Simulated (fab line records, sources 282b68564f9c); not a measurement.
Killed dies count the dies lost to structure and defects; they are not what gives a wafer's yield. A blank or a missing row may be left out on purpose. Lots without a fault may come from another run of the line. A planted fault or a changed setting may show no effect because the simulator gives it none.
Split-lot experiment :: flow rit_cmos :: 5 lots, 23 wafers read, on a route of 202 steps

ABOUT THE SPLIT
At RIT_CONTACT_DEVELOP_07 (develop time 120 s), the setting develop_time_s was moved away from the recipe's 120 s on 9 of the 23 wafers read, by -11.0% to +9.1%. All remaining wafers had this setting at the recipe value.

FROM THE SPLIT TO THE READING: what the file shows between them, 4 steps
- RIT_CONTACT_CD_MEAS_08: target cd 1000 nm
- RIT_CONTACT_HARDBAKE_10: time 60 s
- RIT_CONTACT_ETCH_11: etches SiO2 in CHF3/CF4/Ar, stops on TiSi2, target depth 480 nm, time 320 s
- RIT_CONTACT_STRIP_12: strips in O2, time 180 s

THE READING
cd_nm at RIT_CONTACT_CD_MEAS_90, given in nm (cd target 1000 nm). Typical for fault-free wafers on this fab line: 998.0 nm, with standard deviation 2.1 nm.

wafer: L074.2
tool, chamber at the split: litho_track-01, 0
develop_time_s as run, s: 120
against the recipe: recipe
cd_nm, nm: 1001.7
against lot-mates on the recipe: -

wafer: L074.3
tool, chamber at the split: litho_track-01, 0
develop_time_s as run, s: 120
against the recipe: recipe
cd_nm, nm: 1001.1
against lot-mates on the recipe: -

wafer: L074.4
tool, chamber at the split: litho_track-01, 0
develop_time_s as run, s: 120
against the recipe: recipe
cd_nm, nm: 999.7
against lot-mates on the recipe: -

wafer: L074.5
tool, chamber at the split: litho_track-01, 0
develop_time_s as run, s: 120
against the recipe: recipe
cd_nm, nm: 999.8
against lot-mates on the recipe: -

wafer: L074.6
tool, chamber at the split: litho_track-01, 0
develop_time_s as run, s: 120
against the recipe: recipe
cd_nm, nm: 1002.4
against lot-mates on the recipe: -

wafer: L078.1
tool, chamber at the split: litho_track-03, 0
develop_time_s as run, s: 106.8
against the recipe: -11.0%
cd_nm, nm: 987.0
against lot-mates on the recipe: -10.4

wafer: L078.2
tool, chamber at the split: litho_track-03, 0
develop_time_s as run, s: 120
against the recipe: recipe
cd_nm, nm: 996.7
against lot-mates on the recipe: -

wafer: L078.3
tool, chamber at the split: litho_track-03, 0
develop_time_s as run, s: 120
against the recipe: recipe
cd_nm, nm: 998.0
against lot-mates on the recipe: -

wafer: L078.4
tool, chamber at the split: litho_track-03, 0
develop_time_s as run, s: 106.8
against the recipe: -11.0%
cd_nm, nm: 987.4
against lot-mates on the recipe: -10.0

wafer: L078.6
tool, chamber at the split: litho_track-03, 0
develop_time_s as run, s: 106.8
against the recipe: -11.0%
cd_nm, nm: 987.0
against lot-mates on the recipe: -10.4

wafer: L082.1
tool, chamber at the split: litho_track-04, 0
develop_time_s as run, s: 120
against the recipe: recipe
cd_nm, nm: 996.9
against lot-mates on the recipe: -

wafer: L082.4
tool, chamber at the split: litho_track-04, 0
develop_time_s as run, s: 120
against the recipe: recipe
cd_nm, nm: 998.1
against lot-mates on the recipe: -

wafer: L082.5
tool, chamber at the split: litho_track-04, 0
develop_time_s as run, s: 120
against the recipe: recipe
cd_nm, nm: 997.5
against lot-mates on the recipe: -

wafer: L083.1
tool, chamber at the split: litho_track-03, 0
develop_time_s as run, s: 130.9
against the recipe: +9.1%
cd_nm, nm: 1007.1
against lot-mates on the recipe: +6.2

wafer: L083.2
tool, chamber at the split: litho_track-03, 0
develop_time_s as run, s: 120
against the recipe: recipe
cd_nm, nm: 1000.8
against lot-mates on the recipe: -

wafer: L083.3
tool, chamber at the split: litho_track-03, 0
develop_time_s as run, s: 130.9
against the recipe: +9.1%
cd_nm, nm: 1006.0
against lot-mates on the recipe: +5.1

wafer: L083.4
tool, chamber at the split: litho_track-03, 0
develop_time_s as run, s: 120
against the recipe: recipe
cd_nm, nm: 1001.0
against lot-mates on the recipe: -

wafer: L083.5
tool, chamber at the split: litho_track-03, 0
develop_time_s as run, s: 130.9
against the recipe: +9.1%
cd_nm, nm: 1006.5
against lot-mates on the recipe: +5.6

wafer: L085.1
tool, chamber at the split: litho_track-03, 0
develop_time_s as run, s: 120
against the recipe: recipe
cd_nm, nm: 998.0
against lot-mates on the recipe: -

wafer: L085.2
tool, chamber at the split: litho_track-03, 0
develop_time_s as run, s: 127.9
against the recipe: +6.6%
cd_nm, nm: 1003.7
against lot-mates on the recipe: +5.8

wafer: L085.3
tool, chamber at the split: litho_track-03, 0
develop_time_s as run, s: 127.9
against the recipe: +6.6%
cd_nm, nm: 1003.6
against lot-mates on the recipe: +5.7

wafer: L085.4
tool, chamber at the split: litho_track-03, 0
develop_time_s as run, s: 120
against the recipe: recipe
cd_nm, nm: 997.8
against lot-mates on the recipe: -

wafer: L085.6
tool, chamber at the split: litho_track-03, 0
develop_time_s as run, s: 127.9
against the recipe: +6.6%
cd_nm, nm: 1000.8
against lot-mates on the recipe: +2.9

FIT RESULTS
A straight line over all 23 wafers: cd_nm changes by +0.914 nm for each +1% of develop_time_s; r = +0.94; the points scatter about the line by 1.9 nm.
The same after taking each lot's own level away (the mean of its wafers on the recipe; 23 wafers): +0.799 nm for each +1%; r = +0.98; scatter 1 nm.
That fit puts the effect of the largest move of develop_time_s on the reading at 8.8 nm.
Measured against the standard deviation above, the lots' own levels, which go from 997.35 to 1000.94 nm, span 1.7 times it.
So the slope is not independent of the lot-to-lot level: the two fits are not the same.
Check: -8.93 nm against its lot-mates is what the line predicts for one of the wafers moved furthest among these (-11.0%) when that wafer is left out of the fit. It came out at -10.4 nm against them.

OTHER SPLITS ON THESE WAFERS
Note: prior to the reading, these wafers also went through further splits. Each is held against what the fit with the lots' levels taken away leaves over:
other split on the same wafers: RIT_SPACER_CVD_03 sih2cl2_flow_sccm
wafers away from the commonest value: 15
r with cd_nm (lot level and that fit taken away): -0.27

other split on the same wafers: RIT_NSD_IMPLANT_08 energy_kev
wafers away from the commonest value: 4
r with cd_nm (lot level and that fit taken away): +0.33

other split on the same wafers: RIT_SILICIDE_SPUTTER_01 power_w
wafers away from the commonest value: 11
r with cd_nm (lot level and that fit taken away): -0.25

THE WHOLE CHAIN: every reading that the file lists as answering this split, in the file's order
step: RIT_CONTACT_CD_MEAS_08
what it does: target cd 1000 nm
reading: cd_nm
change (the file's fit): +0.754 nm for each +1% of the setting
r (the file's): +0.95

step: RIT_CONTACT_ETCH_11
what it does: etches SiO2 in CHF3/CF4/Ar, stops on TiSi2, target depth 480 nm, time 320 s
reading: CONTACT.cd_nm (the simulator's own value, which no gauge read)
change (the file's fit): +0.782 nm for each +1% of the setting
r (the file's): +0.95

step: RIT_CONTACT_CD_MEAS_90
what it does: target cd 1000 nm
reading: cd_nm
change (the file's fit): +0.79 nm for each +1% of the setting
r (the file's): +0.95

FILE'S OWN FIT
cd_nm changes by +0.79 nm for each +1% of develop_time_s, r = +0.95.
